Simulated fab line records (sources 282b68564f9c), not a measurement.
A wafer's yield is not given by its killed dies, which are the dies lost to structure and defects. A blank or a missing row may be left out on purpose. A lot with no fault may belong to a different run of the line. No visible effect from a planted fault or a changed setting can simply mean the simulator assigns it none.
Which tool is to blame?    flow rit_cmos    42 wafers from 14 lots sampled at 2 of the route's 202 steps

== WHAT THE GAUGES READ, wafer by wafer ==
RIT_CONTACT_THK_MEAS_01.
lot   measured     on             CONTACT_TEOS_THK (nm)
L535  day 3 03:48  film_metro-01  401 403 407
L536  day 3 08:04  film_metro-02  390 399 403
L537  day 3 12:23  film_metro-01  403 406 412
L543  day 4 20:24  film_metro-01  407 405 403
L544  day 5 04:06  film_metro-02  407 403 409
L545  day 5 06:45  film_metro-01  397 395 405
L546  day 5 13:55  film_metro-01  395 400 406
L547  day 5 20:41  film_metro-02  396 395 402
L549  day 6 01:50  film_metro-04  402 402 402
L550  day 6 10:04  film_metro-04  400 397 404
L553  day 6 21:24  film_metro-02  196 202 201
L556  day 7 12:12  film_metro-04  206 202 209
L557  day 7 17:23  film_metro-01  394 404 409
L558  day 7 21:53  film_metro-01  396 395 397

== TOOL THAT RAN EACH LOT (tool first, then ch and the chambers of the sampled wafers, then the start) ==
lot   RIT_CONTACT_CVD_00
L535  pecvd-01 ch 0,1,2, day 3 03:45
L536  pecvd-03 ch 0,1,2, day 3 08:01
L537  pecvd-04 ch 0,1,2, day 3 12:19
L543  pecvd-03 ch 0,1,2, day 4 20:21
L544  pecvd-01 ch 0,1,2, day 5 04:03
L545  pecvd-04 ch 0,1,2, day 5 06:42
L546  pecvd-03 ch 0,2, day 5 13:52
L547  pecvd-01 ch 0,2, day 5 20:38
L549  pecvd-04 ch 0,1,2, day 6 01:47
L550  pecvd-01 ch 0,1,2, day 6 10:01
L553  pecvd-01 ch 0,2, day 6 21:20
L556  pecvd-01 ch 0,2, day 7 12:08
L557  pecvd-04 ch 0,2, day 7 17:19
L558  pecvd-03 ch 0,2, day 7 21:49
- RIT_CONTACT_CVD_00: deposits SiO2 from TEOS, target thk 400 nm, time 61 s.

== AS READ BY THE TOOLS THEMSELVES (means over the sampled wafers that have a number; for cases with no such wafer, the mark the record gives instead) ==
RIT_CONTACT_CVD_00.
lot   tool      heater_power_w (W)
L535  pecvd-01  287
L536  pecvd-03  271
L537  pecvd-04  325
L543  pecvd-03  318
L544  pecvd-01  311
L545  pecvd-04  337
L546  pecvd-03  321
L547  pecvd-01  289
L549  pecvd-04  338
L550  pecvd-01  312
L553  pecvd-01  317
L556  pecvd-01  334
L557  pecvd-04  295
L558  pecvd-03  337

== THE ANSWER, worked out from the rows above alone ==
Rule: the lots themselves supply what counts as usual. The widest of any qualifying gaps counts: lots, ordered by their means at a reading, are off when they make up no more than a third of the lots, leave a main group of 4 or more, and stand apart from it by 3 or more times the standard deviation of that group's means. The tables above print the reading to a certain number of digits; a main group whose means all agree to those digits is not used. A lot without any number at a reading at which 4 lots or more have one is off too. All remaining lots with rows at the step are treated as sound. After the gauges, taken in route order, come the tools' own readings; for these a lot's mean is taken, as printed above. The first step at which some lot is off is used, and at that step the reading that is off furthest; a lot without a number counts as furthest.
Off: at RIT_CONTACT_THK_MEAS_01 (CONTACT_TEOS_THK), L553, L556. For the main group the mean is 401 nm and the standard deviation 3.4.
If a tool, at a process step before that reading, ran all the lots that are off and no sound lot after the first of them, it fits. Gauges at RIT_CONTACT_THK_MEAS_01: tried the same way as those tools. One fits: pecvd-01 at RIT_CONTACT_CVD_00. Its last sound lot is L550 (day 6 10:01), its first lot that is off L553 (day 6 21:20): a fault that began between those two fits.

== WHAT THE SIMULATOR HAD INSERTED ==
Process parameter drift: pecvd-01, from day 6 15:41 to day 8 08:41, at RIT_CONTACT_CVD_00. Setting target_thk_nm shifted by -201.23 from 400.
Lots struck among those shown: L553, L556. The rule above found the same.
